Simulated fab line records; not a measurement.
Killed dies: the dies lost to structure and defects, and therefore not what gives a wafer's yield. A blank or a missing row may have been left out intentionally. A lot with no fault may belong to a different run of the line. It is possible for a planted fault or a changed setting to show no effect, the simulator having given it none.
Shared-tool check + flow ritCmos + 15 lots and 45 wafers in the sample

## REASON IT WAS OPENED
3 of 15 lots carry a flag on the reading PSD_RS at RIT_SDANNEAL_RS_MEAS_04. Wafers without a fault read 115.79 ohm/sq, standard deviation 0.26.
Rule: a lot is flagged in two cases, either no wafer of it has a number, or all its wafers with numbers fall more than 4 standard deviations from that mean. The rest of the lots are taken to be sound.

| lot  | measured    | on           | PSD_RS (ohm/sq), wafer by wafer | flag    |
|------|-------------|--------------|---------------------------------|---------|
| L152 | day 3 12:58 | filmMetro-02 | 115.86 115.69 115.60            |         |
| L153 | day 4 01:56 | filmMetro-02 | 115.96 116.02 115.98            |         |
| L154 | day 4 14:50 | filmMetro-03 | 115.74 115.50 115.66            |         |
| L155 | day 4 18:35 | filmMetro-03 | 115.67 115.64 115.59            |         |
| L156 | day 4 21:05 | filmMetro-03 | 115.90 115.97 116.07            |         |
| L157 | day 5 03:19 | filmMetro-03 | 115.74 115.88 115.89            |         |
| L158 | day 5 03:41 | filmMetro-01 | 115.37 115.16 115.61            |         |
| L159 | day 5 22:09 | filmMetro-03 | 115.66 115.37 115.61            |         |
| L160 | day 5 22:18 | filmMetro-02 | 115.88 116.00 115.96            |         |
| L163 | day 6 06:58 | filmMetro-03 | 115.66 116.01 115.73            |         |
| L169 | day 7 00:46 | filmMetro-01 | 127.58 127.63 127.67            | FLAGGED |
| L168 | day 7 01:05 | filmMetro-02 | 115.96 115.58 115.43            |         |
| L171 | day 7 05:02 | filmMetro-03 | 128.18 128.02 128.19            | FLAGGED |
| L172 | day 7 12:50 | filmMetro-03 | 128.50 128.13 128.09            | FLAGGED |
| L175 | day 8 02:29 | filmMetro-01 | 115.53 115.55 115.32            |         |
On average the flagged lots' numbers are 128.00 ohm/sq, which is +12.21 ohm/sq against the usual, or +47 standard deviations.

## WHICH TOOL EACH LOT WENT THROUGH
2 process steps preceding the reading are held in the record, out of 202 steps in the route. In each cell: the tool, then ch and the chambers that the sampled wafers went through, then the start.
| lot  | flag    | RIT_PLDD_STRIP_09                  | RIT_SDANNEAL_RTA_03            |
|------|---------|------------------------------------|--------------------------------|
| L152 |         | plasmaAsher-04 ch 0,1, day 3 06:47 | rtpAnneal-02 ch 0, day 3 12:53 |
| L153 |         | plasmaAsher-02 ch 0, day 3 19:48   | rtpAnneal-01 ch 0, day 4 01:52 |
| L154 |         | plasmaAsher-04 ch 0,1, day 4 08:20 | rtpAnneal-02 ch 0, day 4 14:45 |
| L155 |         | plasmaAsher-03 ch 1, day 4 12:18   | rtpAnneal-01 ch 0, day 4 18:32 |
| L156 |         | plasmaAsher-04 ch 0,1, day 4 14:53 | rtpAnneal-02 ch 0, day 4 21:02 |
| L157 |         | plasmaAsher-02 ch 0,1, day 4 20:43 | rtpAnneal-01 ch 0, day 5 03:14 |
| L158 |         | plasmaAsher-04 ch 0,1, day 4 20:53 | rtpAnneal-02 ch 0, day 5 03:33 |
| L159 |         | plasmaAsher-04 ch 0,1, day 5 14:51 | rtpAnneal-01 ch 0, day 5 22:05 |
| L160 |         | plasmaAsher-02 ch 0,1, day 5 15:05 | rtpAnneal-02 ch 0, day 5 22:14 |
| L163 |         | plasmaAsher-03 ch 0,1, day 5 22:29 | rtpAnneal-01 ch 0, day 6 06:53 |
| L169 | FLAGGED | plasmaAsher-02 ch 0,1, day 6 18:37 | rtpAnneal-02 ch 0, day 7 00:42 |
| L168 |         | plasmaAsher-03 ch 0, day 6 18:49   | rtpAnneal-01 ch 0, day 7 01:01 |
| L171 | FLAGGED | plasmaAsher-02 ch 0,1, day 6 22:42 | rtpAnneal-02 ch 0, day 7 04:58 |
| L172 | FLAGGED | plasmaAsher-03 ch 0,1, day 7 06:41 | rtpAnneal-02 ch 0, day 7 12:47 |
| L175 |         | plasmaAsher-04 ch 0,1, day 7 20:11 | rtpAnneal-01 ch 0, day 8 02:26 |
What these steps do:
- RIT_PLDD_STRIP_09: strips in O2, time 180 s.
- RIT_SDANNEAL_RTA_03: time 5 s.
- RIT_SDANNEAL_RS_MEAS_04: measures by four-point-probe.

## FLAGGED AGAINST TOTAL, ONE TOOL AT A TIME (gauges that did the reading follow at the end)
| step                    | tool           | lots run | flagged | share of the flagged lots | sound lots run after its first flagged lot |
|-------------------------|----------------|----------|---------|---------------------------|--------------------------------------------|
| RIT_PLDD_STRIP_09       | plasmaAsher-02 | 5        | 2       | some                      | 0                                          |
| RIT_PLDD_STRIP_09       | plasmaAsher-03 | 4        | 1       | some                      | 0                                          |
| RIT_PLDD_STRIP_09       | plasmaAsher-04 | 6        | 0       | none                      | -                                          |
| RIT_SDANNEAL_RTA_03     | rtpAnneal-01   | 7        | 0       | none                      | -                                          |
| RIT_SDANNEAL_RTA_03     | rtpAnneal-02   | 8        | 3       | all                       | 0                                          |
| RIT_SDANNEAL_RS_MEAS_04 | filmMetro-01   | 3        | 1       | some                      | 1 (L175)                                   |
| RIT_SDANNEAL_RS_MEAS_04 | filmMetro-02   | 4        | 0       | none                      | -                                          |
| RIT_SDANNEAL_RS_MEAS_04 | filmMetro-03   | 8        | 2       | some                      | 0                                          |

## WHAT THE TABLE ALLOWS
In the table, 1 row covers all flagged lots: rtpAnneal-02 at RIT_SDANNEAL_RTA_03.
- rtpAnneal-02 at RIT_SDANNEAL_RTA_03: 3 of its 8 lots flagged. It ran its last sound lot, L160, at day 5 22:14 and its first flagged lot, L169, at day 7 00:42: a fault with its onset between the two fits.
One tool is left: rtpAnneal-02 at RIT_SDANNEAL_RTA_03.

## WHAT WAS PUT IN BY THE SIMULATOR
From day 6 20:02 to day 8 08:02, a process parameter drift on rtpAnneal-02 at RIT_SDANNEAL_RTA_03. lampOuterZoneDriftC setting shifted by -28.
Struck lots among those shown: L169, L171, L172. The rule above reached the same finding.
